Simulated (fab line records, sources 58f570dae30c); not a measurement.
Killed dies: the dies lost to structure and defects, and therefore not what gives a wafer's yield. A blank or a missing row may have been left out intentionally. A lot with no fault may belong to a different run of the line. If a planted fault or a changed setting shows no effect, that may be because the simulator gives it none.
Which tool was responsible? + flow berkeley cmos170 + 42 wafers from 14 lots sampled at 3 of the route's 331 steps

## WHAT THE GAUGES READ, wafer by wafer
UCB170_V2_THK_MEAS_01.
| lot  | measured     | on            | V2_TEOS_THK (nm) |
|------|--------------|---------------|------------------|
| L305 | day 8 02:01  | film metro-03 | 1960 2015 2029   |
| L304 | day 8 06:08  | film metro-02 | 1968 1978 2003   |
| L306 | day 8 02:42  | film metro-03 | 1965 1980 2003   |
| L307 | day 8 06:43  | film metro-02 | 2025 2040 2035   |
| L308 | day 8 06:26  | film metro-03 | 1975 2022 2014   |
| L310 | day 8 16:06  | film metro-02 | 1961 2022 1995   |
| L309 | day 8 16:11  | film metro-03 | 2006 2034 2004   |
| L311 | day 8 20:44  | film metro-01 | 2001 2003 2049   |
| L314 | day 10 00:11 | film metro-03 | 1976 2006 2022   |
| L315 | day 10 06:40 | film metro-03 | 1984 1977 2003   |
| L318 | day 10 21:31 | film metro-02 | 2012 2048 2069   |
| L323 | day 11 20:17 | film metro-03 | 1972 1984 2044   |
| L324 | day 11 20:03 | film metro-02 | 1970 1990 2013   |
| L326 | day 11 20:23 | film metro-02 | 2016 2001 2046   |

UCB170_V2_OVL_MEAS_13.
| lot  | measured     | on         | V2_OVL (nm) |
|------|--------------|------------|-------------|
| L305 | day 8 04:06  | overlay-01 | -14 -8 -7   |
| L304 | day 8 07:49  | overlay-02 | 0 2 0       |
| L306 | day 8 04:39  | overlay-01 | -8 -2 -6    |
| L307 | day 8 08:32  | overlay-02 | -1 -5 5     |
| L308 | day 8 08:14  | overlay-01 | -3 -6 -8    |
| L310 | day 8 17:53  | overlay-01 | 1 -1 0      |
| L309 | day 8 18:20  | overlay-02 | -3 -3 -6    |
| L311 | day 8 23:08  | overlay-01 | -4 -3 1     |
| L314 | day 10 02:32 | overlay-02 | -11 -7 -7   |
| L315 | day 10 10:17 | overlay-02 | 12 8 4      |
| L318 | day 10 23:56 | overlay-01 | -2 -4 -1    |
| L323 | day 11 22:30 | overlay-01 | 8 10 -2     |
| L324 | day 11 21:52 | overlay-02 | 6 5 1       |
| L326 | day 11 22:44 | overlay-02 | 1 -5 -8     |

## TOOL THAT RAN EACH LOT (tool first, then ch and the chambers of the sampled wafers, then the start)
| lot  | UCB170_M1_METAL_ETCH_12           |
|------|-----------------------------------|
| L305 | rie metal-01 ch 0,1, day 7 14:48  |
| L304 | rie metal-02 ch 0,1, day 7 15:04  |
| L306 | rie metal-04 ch 0,1, day 7 15:46  |
| L307 | rie metal-01 ch 0,1, day 7 16:04  |
| L308 | rie metal-02 ch 0,1, day 7 16:26  |
| L310 | rie metal-01 ch 0,1, day 8 03:49  |
| L309 | rie metal-04 ch 0, day 8 04:27    |
| L311 | rie metal-04 ch 0,1, day 8 11:57  |
| L314 | rie metal-04 ch 0,1, day 9 14:18  |
| L315 | rie metal-04 ch 0, day 9 20:55    |
| L318 | rie metal-01 ch 0,1, day 10 11:57 |
| L323 | rie metal-02 ch 0,1, day 11 05:31 |
| L324 | rie metal-01 ch 0,1, day 11 05:38 |
| L326 | rie metal-01 ch 0,1, day 11 10:23 |
- UCB170_M1_METAL_ETCH_12: etches Al in Cl2/BCl3, stops on PSG, target depth 780 nm, time 130 s.

## WHAT THE TOOLS THEMSELVES READ (means of the sampled wafers that have a number; where no wafer has one, the mark that the record gives instead)
UCB170_M1_METAL_ETCH_12.
| lot  | tool         | drypump motor current A (A) | oes product au (a.u.) | throttle valve pct (%) |
|------|--------------|-----------------------------|-----------------------|------------------------|
| L305 | rie metal-01 | 5.2                         | 0.865                 | 24.53                  |
| L304 | rie metal-02 | 5.5                         | 0.869                 | 24.45                  |
| L306 | rie metal-04 | 5.3                         | 0.899                 | 24.57                  |
| L307 | rie metal-01 | 4.9                         | 0.876                 | 24.53                  |
| L308 | rie metal-02 | 5.5                         | 0.873                 | 24.45                  |
| L310 | rie metal-01 | 4.9                         | 0.870                 | 24.52                  |
| L309 | rie metal-04 | 5.4                         | 0.893                 | 24.65                  |
| L311 | rie metal-04 | 5.2                         | 0.895                 | 24.50                  |
| L314 | rie metal-04 | 5.2                         | 0.897                 | 24.50                  |
| L315 | rie metal-04 | 5.4                         | 0.893                 | 24.66                  |
| L318 | rie metal-01 | 5.1                         | 0.867                 | 24.53                  |
| L323 | rie metal-02 | 5.5                         | 0.866                 | 24.44                  |
| L324 | rie metal-01 | 5.2                         | 0.866                 | 24.53                  |
| L326 | rie metal-01 | 5.2                         | 0.867                 | 24.53                  |

## THE ANSWER, worked out from the rows above alone
Rule: the lots themselves supply what counts as usual. Put in order of their means at a reading, lots are off if they are a third of the lots or fewer, leave a main group of 4 or more, and stand apart from it by a gap of 3 or more times the standard deviation of the main group's means; of several such gaps the widest counts. A main group whose means are all the same, to the digits that the tables above print for the reading, isn't used. A lot without any number at a reading at which 4 lots or more have one is off too. All remaining lots with rows at the step are treated as sound. First the gauges in route order, then the tools' own readings, where a lot's mean is used as printed above. At the first step where some lot is off, the reading lying furthest off is the one used; lots without a number count as furthest.
Across all readings shown, no lot is off: no conclusion can be drawn from this.

## WHAT THE SIMULATOR PUT IN
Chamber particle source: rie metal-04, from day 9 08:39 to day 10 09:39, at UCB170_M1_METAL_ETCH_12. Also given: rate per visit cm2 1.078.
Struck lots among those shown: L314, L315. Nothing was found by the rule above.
